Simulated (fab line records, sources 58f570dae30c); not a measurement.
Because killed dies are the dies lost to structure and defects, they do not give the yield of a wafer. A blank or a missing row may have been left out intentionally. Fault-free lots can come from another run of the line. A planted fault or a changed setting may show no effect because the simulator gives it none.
fab line records	flow berkeley-cmos170
[record] lots = 15	wafers = 45	last-day = 12
route steps=331 shown GATE@140 NLDD@164 SPACER@171
lots with no fault: from the same line, run without faults
start-h: the number of hours between the record's first day and the start of the first shown wafer of the lot	wait-h: how many hours have passed since the lot's step before this one	" repeats the value in the row above	L1.1+2: one row covering several wafers at once	- no value present, or no start provided	* or withheld: withheld	< > ~ a bound
route shown NAME@n: a module of which the file shows steps, and the number in the route of the first	usual: average and standard deviation across the fault-free wafers	same: alike in all rows	chamber/n: place in a boat	sites: the reading at each site	_std_site: standard deviation of those values	_edge_site: mean of outer sites minus mean of inner sites	radius-mm: how far each site lies from the wafer's centre	mask NAME#n: copy n	behind: the tool/chamber that last shaped the wafer	hold: what put the lot on hold/how long, in hours/how the hold closed	device: whichever transistor did not switch (one of n, p or np)	end of line: at the end of the route, the tests of the same wafers	a step given without rows: its recipe and nothing more	killed: count of dies lost to structure and defects at first sort (not the wafer's yield)	map: a wafer's dies, marking killed ones x, the rest . and places with no die _
set.NAME: the setting the step ran with; set.NAME@STEP: the setting that earlier step ran with	model.NAME: the simulator's own value behind a step, which no gauge read
one table for each step of the route and one row for each wafer, over a sample of lots
services: a tool's chamber out of use, with start hour (start-h, from the record's first day; less than 0 if before it), hours out, and reason
[[steps]]
[step UCB170_GATE_ETCH_14]
[recipe] chemistry = N2/H2	target-depth-a = withheld	overetch-a = withheld	target = BARC	time-s = withheld	source-w = 500	bias-w = 100	pressure-mtorr = 30	n2-flow-sccm = 100	h2-flow-sccm = 200
[usual] drypump-motor-current-A = 5.41/0.29	h2-flow-sccm = 199.9/0.57	oes-product-au = 0.995/0.017	throttle-valve-pct = 13.34/0.16
lot.wafer	tool	chamber	start-h	wait-h	drypump-motor-current-A	h2-flow-sccm	oes-product-au	throttle-valve-pct
L282.1	rie-diel-02	0	133.50	0.0	5.44	199.8	0.989	13.27
L282.2	"	1	"	"	5.97	200.0	0.990	13.58
L282.6	"	1	"	"	6.00	199.8	0.988	13.58
L285.1	rie-diel-02	2	148.62	0.0	5.20	199.7	1.012	13.44
L285.3	"	1	"	"	5.93	199.6	0.991	13.59
L285.5	"	3	"	"	5.11	199.6	0.971	13.12
L286.2	rie-diel-01	3	149.19	0.0	5.56	200.8	1.012	13.53
L286.3	"	2	"	"	5.79	200.6	1.007	13.20
L286.5	"	3	"	"	5.56	199.5	1.003	13.52
L287.3	rie-diel-04	1	160.60	0.0	5.56	199.8	1.014	13.57
L287.5	"	0	"	"	5.39	200.8	1.017	13.41
L287.6	"	3	"	"	5.06	199.9	0.967	13.42
L288.3	rie-diel-02	1	165.41	0.0	6.01	199.8	0.990	13.58
L288.4	"	2	"	"	5.20	200.5	1.005	13.42
L288.6	"	0	"	"	5.44	199.9	0.991	13.29
L289.2	rie-diel-04	2	175.20	0.0	5.62	200.3	0.971	13.20
L289.4	"	1	"	"	5.55	199.4	1.010	13.56
L289.6	"	3	"	"	5.09	200.3	0.968	13.42
L292.4	rie-diel-02	1	189.01	0.0	5.98	199.9	0.992	13.58
L292.5	"	1	"	"	5.95	199.8	0.981	13.58
L292.6	"	0	"	"	5.43	199.6	1.000	13.28
L291.2	rie-diel-02	3	189.29	0.0	5.07	200.8	0.977	13.12
L291.4	"	2	"	"	5.18	200.2	0.999	13.46
L291.5	"	3	"	"	5.10	199.2	0.966	13.13
L294.1	rie-diel-01	2	200.00	0.0	5.74	199.4	1.005	13.19
L294.4	"	3	"	"	5.57	200.1	1.006	13.51
L294.5	"	3	"	"	5.57	199.6	1.003	13.51
L295.1	rie-diel-04	1	205.13	0.0	5.56	199.6	1.006	13.55
L295.4	"	0	"	"	5.41	200.0	1.015	13.41
L295.5	"	1	"	"	5.57	199.1	1.013	13.59
L297.2	rie-diel-02	1	205.25	0.0	5.95	199.3	0.970	13.59
L297.5	"	1	"	"	5.98	200.6	0.973	13.57
L297.6	"	0	"	"	5.42	200.5	0.987	13.27
L299.1	rie-diel-04	2	212.81	0.0	5.63	199.7	0.968	13.21
L299.5	"	2	"	"	5.62	200.2	0.971	13.20
L299.6	"	0	"	"	5.40	201.1	1.012	13.41
L303.1	rie-diel-02	2	243.34	0.0	5.21	199.8	0.998	13.43
L303.4	"	3	"	"	5.11	197.9	0.967	13.12
L303.6	"	1	"	"	5.97	200.7	0.986	13.58
L302.2	rie-diel-01	3	243.60	0.0	5.55	198.9	1.000	13.50
L302.4	"	0	"	"	4.91	200.2	0.988	13.08
L302.5	"	2	"	"	5.75	199.8	1.011	13.22
L304.2	rie-diel-04	3	249.92	0.0	5.05	199.5	0.979	13.40
L304.4	"	2	"	"	5.60	200.5	0.976	13.19
L304.5	"	1	"	"	5.56	199.3	1.017	13.56
[step UCB170_NLDD_CD_MEAS_06]
[recipe] target-cd-nm = 1200
[usual] cd-nm = 1200.1/1.5
lot.wafer	tool	chamber	start-h	wait-h	cd-nm
L282.1	cd-sem-02	-	137.27	-	1199.9
L282.2	"	-	"	"	1200.2
L282.6	"	-	"	"	1198.4
L285.1	cd-sem-02	-	152.00	-	1203.1
L285.3	"	-	"	"	1201.3
L285.5	"	-	"	"	1200.5
L286.2	cd-sem-01	-	153.03	-	1200.0
L286.3	"	-	"	"	1200.5
L286.5	"	-	"	"	1199.9
L287.3	cd-sem-01	-	163.81	-	1201.2
L287.5	"	-	"	"	1201.1
L287.6	"	-	"	"	1200.6
L288.3	cd-sem-02	-	169.72	-	1199.7
L288.4	"	-	"	"	1198.5
L288.6	"	-	"	"	1197.7
L289.2	cd-sem-01	-	179.09	-	1197.1
L289.4	"	-	"	"	1198.4
L289.6	"	-	"	"	1197.3
L292.4	cd-sem-01	-	193.55	-	1201.9
L292.5	"	-	"	"	1200.4
L292.6	"	-	"	"	1200.9
L291.2	cd-sem-01	-	193.79	-	1202.0
L291.4	"	-	"	"	1201.2
L291.5	"	-	"	"	1201.7
L294.1	cd-sem-02	-	204.04	-	1199.3
L294.4	"	-	"	"	1199.7
L294.5	"	-	"	"	1199.4
L297.2	cd-sem-01	-	210.02	-	1200.0
L297.5	"	-	"	"	1200.7
L297.6	"	-	"	"	1199.3
L295.1	cd-sem-01	-	210.26	-	1201.3
L295.4	"	-	"	"	1200.9
L295.5	"	-	"	"	1201.6
L299.1	cd-sem-02	-	216.61	-	1200.0
L299.5	"	-	"	"	1198.3
L299.6	"	-	"	"	1198.8
L303.1	cd-sem-02	-	246.57	-	1198.9
L303.4	"	-	"	"	1198.5
L303.6	"	-	"	"	1198.7
L302.2	cd-sem-01	-	248.53	-	1199.1
L302.4	"	-	"	"	1200.2
L302.5	"	-	"	"	1199.5
L304.2	cd-sem-02	-	254.22	-	1203.4
L304.4	"	-	"	"	1203.4
L304.5	"	-	"	"	1203.7
[step UCB170_NLDD_STRIP_10]
[recipe] chemistry = O2	power-w = 400	pressure-mtorr = 3500	platen-temp-c = withheld	o2-flow-sccm = 400	overash-fraction = 0.5
[usual] chamber-pressure-mTorr = 3500/3.1	drypump-motor-current-A = 5.88/0.24	oes-product-au = 0.734/0.0045	strip-time-to-endpoint-s = 21.59/0.064
lot.wafer	tool	chamber	start-h	wait-h	chamber-pressure-mTorr	drypump-motor-current-A	oes-product-au	rf-hours-counter-h	strip-time-to-endpoint-s
L282.1	plasma-asher-03	0	137.72	0.1	3495	5.50	0.724	32	21.65
L282.2	"	1	"	"	3500	6.03	0.742	32	21.70
L282.6	"	1	"	"	3504	6.03	0.732	-	21.66
L285.1	plasma-asher-03	1	152.46	0.1	3500	6.03	0.734	33	21.49
L285.3	"	1	"	"	3502	6.06	0.734	-	21.57
L285.5	"	0	"	"	3494	5.47	0.731	-	21.58
L286.2	plasma-asher-04	0	153.46	0.1	3500	5.82	0.738	46	21.68
L286.3	"	1	"	"	3500	5.65	0.733	-	21.64
L286.5	"	1	"	"	3499	5.67	0.736	-	21.63
L287.3	plasma-asher-04	1	164.26	0.1	3501	5.67	0.734	-	21.53
L287.5	"	0	"	"	3494	5.83	0.730	-	21.57
L287.6	"	1	"	"	3494	5.63	0.743	-	21.55
L288.3	plasma-asher-04	0	170.17	0.1	3497	5.85	0.732	-	21.68
L288.4	"	1	"	"	3501	5.63	0.726	-	21.59
L288.6	"	0	"	"	3498	5.83	0.737	-	21.66
L289.2	plasma-asher-04	1	179.53	0.1	3506	5.67	0.725	50	21.57
L289.4	"	1	"	"	3500	5.67	0.734	-	21.51
L289.6	"	0	"	"	3504	5.82	0.738	-	21.59
L292.4	plasma-asher-04	1	193.98	0.1	3502	5.66	0.737	-	21.45
L292.5	"	1	"	"	3501	5.65	0.739	-	21.54
L292.6	"	0	"	"	3498	5.83	0.731	-	21.62
L291.2	plasma-asher-03	1	194.22	0.1	-	-	-	-	-
L291.4	"	1	"	"	-	-	-	-	-
L291.5	"	0	"	"	-	-	-	-	-
L294.1	plasma-asher-01	1	204.50	0.1	-	-	-	-	-
L294.4	"	0	"	"	-	-	-	-	-
L294.5	"	1	"	"	-	-	-	-	-
L297.2	plasma-asher-04	0	210.45	0.1	-	-	-	-	-
L297.5	"	1	"	"	-	-	-	-	-
L297.6	"	0	"	"	-	-	-	-	-
L295.1	plasma-asher-04	1	210.72	0.1	3502	5.66	0.731	53	21.61
L295.4	"	0	"	"	3499	5.86	0.729	-	21.62
L295.5	"	1	"	"	3504	5.64	0.738	-	21.54
L299.1	plasma-asher-01	0	217.07	0.1	3500	6.00	0.739	52	21.68
L299.5	"	1	"	"	3504	6.25	0.738	-	21.64
L299.6	"	0	"	"	3499	6.03	0.735	-	21.73
L303.1	plasma-asher-04	1	247.02	0.1	3502	5.65	0.738	57	21.56
L303.4	"	1	"	"	3502	5.65	0.735	-	21.59
L303.6	"	1	"	"	3497	5.66	0.729	-	21.58
L302.2	plasma-asher-01	1	248.96	0.1	3500	6.26	0.734	56	21.67
L302.4	"	0	"	"	3499	6.01	0.732	-	21.66
L302.5	"	1	"	"	3499	6.25	0.742	-	21.60
L304.2	plasma-asher-03	1	254.66	0.1	3496	6.03	0.733	45	21.44
L304.4	"	1	"	"	3494	6.01	0.743	-	21.41
L304.5	"	1	"	"	3499	6.04	0.728	-	21.49
[step UCB170_SPACER_CVD_00]
[recipe] material = SiO2	target-thk-nm = 376	temp-c = 390	precursor = TEOS/O2	time-s = 47	rf-w = 550	pressure-mtorr = 9000
[usual] heater-power-w = 251/46	susceptor-temp-C = 390.00/0.22
lot.wafer	tool	chamber	start-h	wait-h	heater-power-w	since-wet-clean-h	susceptor-temp-C
L282.1	pecvd-04	0	138.06	0.0	206	110	389.74
L282.2	"	1	"	"	232	110	390.36
L282.6	"	2	"	"	181	-	390.26
L285.1	pecvd-04	1	152.94	0.0	201	124	390.04
L285.3	"	0	"	"	193	124	390.06
L285.5	"	0	"	"	208	-	390.09
L286.2	pecvd-02	1	153.80	0.0	319	232	390.06
L286.3	"	2	"	"	174	232	389.90
L286.5	"	0	"	"	298	-	389.91
L287.3	pecvd-04	2	164.57	0.0	192	136	389.74
L287.5	"	2	"	"	214	-	389.80
L287.6	"	1	"	"	216	-	389.88
L288.3	pecvd-01	1	170.47	0.0	257	356	389.79
L288.4	"	2	"	"	261	-	389.78
L288.6	"	1	"	"	271	-	390.02
L289.2	pecvd-01	0	179.86	0.0	277	365	389.88
L289.4	"	2	"	"	291	-	389.69
L289.6	"	0	"	"	285	-	389.91
L292.4	pecvd-01	1	194.30	0.0	264	-	389.75
L292.5	"	2	"	"	288	-	389.84
L292.6	"	0	"	"	267	-	390.17
L291.2	pecvd-02	2	194.56	0.0	195	273	389.97
L291.4	"	2	"	"	194	-	389.93
L291.5	"	0	"	"	240	-	389.89
L294.1	pecvd-01	0	204.83	0.0	209	390	390.62
L294.4	"	1	"	"	283	-	390.16
L294.5	"	0	"	"	232	-	390.05
L297.2	pecvd-04	2	210.79	0.0	271	182	389.74
L297.5	"	2	"	"	189	-	389.84
L297.6	"	1	"	"	195	-	390.27
L295.1	pecvd-02	1	211.31	0.0	331	290	390.15
L295.4	"	2	"	"	213	-	390.17
L295.5	"	0	"	"	242	-	390.18
L299.1	pecvd-04	1	217.40	0.0	179	189	390.28
L299.5	"	0	"	"	176	-	389.73
L299.6	"	2	"	"	223	-	390.08
L303.1	pecvd-04	1	247.37	0.0	228	219	389.84
L303.4	"	2	"	"	209	-	389.71
L303.6	"	1	"	"	242	-	389.95
L302.2	pecvd-02	1	249.30	0.0	253	328	389.92
L302.4	"	1	"	"	272	-	390.37
L302.5	"	2	"	"	138	-	389.96
L304.2	pecvd-04	2	255.01	0.0	218	227	389.70
L304.4	"	0	"	"	214	-	390.18
L304.5	"	2	"	"	239	-	389.91
[[services]]
tool	chamber	start-h	hours	kind
rie-diel-02	3	119.72	5.8	repair
pecvd-01	-	126.95	1.4	repair
rie-diel-02	1	167.29	9.5	repair
rie-diel-01	0	175.24	6.2	repair
pecvd-02	-	178.86	3.3	repair
plasma-asher-03	-	187.87	1.6	repair
pecvd-02	-	191.61	2.8	pm
plasma-asher-03	-	194.65	2.0	repair
rie-diel-04	3	198.17	42.6	repair
rie-diel-02	3	204.85	1.3	repair
pecvd-01	-	223.83	2.8	pm
pecvd-02	1	233.35	12.0	repair
pecvd-02	0	240.09	28.9	repair
pecvd-01	-	242.50	14.0	pm
pecvd-01	0	242.50	14.0	vent-cycle
pecvd-01	1	242.50	14.0	vent-cycle
pecvd-01	2	242.50	14.0	vent-cycle
rie-diel-01	1	246.04	6.4	repair
pecvd-02	2	253.80	30.3	repair
[[key]]
[first-sign] step = UCB170_NLDD_STRIP_10	reading = tool-record	direction = missing
effect none on later readings
met-at UCB170_NLDD_STRIP_10
struck-lots L291,L294,L297
later-rows-left-out L291.2,L291.4,L291.5,L294.1,L294.4,L294.5,L297.2,L297.5,L297.6
sort-left-out L291.2,L291.4,L291.5,L294.1,L294.4,L294.5,L297.2,L297.5,L297.6
tester-left-out L291,L294,L297
not-acting-at UCB170_GATE_ETCH_14,UCB170_NLDD_CD_MEAS_06,UCB170_SPACER_CVD_00
onset-between 193.98 194.22
[fault] kind = skipped-step-whole	tool = plasma-asher-01,plasma-asher-03,plasma-asher-04	chamber = -	onset-h = 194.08	steps = UCB170_NLDD_STRIP_10	scope = struck-lots-only
// tester-left-out: of these lots the tester's yield and bins aren't shown, on N5 and GAA mostly nor the transistor test; their killed dies are dies lost to structure and defects alone, not to doping, threshold or leakage, so they don't give the yield
// sort-left-out: the simulated sort isn't trusted on such a fault, so these wafers' sort isn't shown, and their yield isn't known
// later-rows-left-out: the simulator's readings of these wafers behind a module that went badly wrong aren't trusted and aren't shown, but for the sort
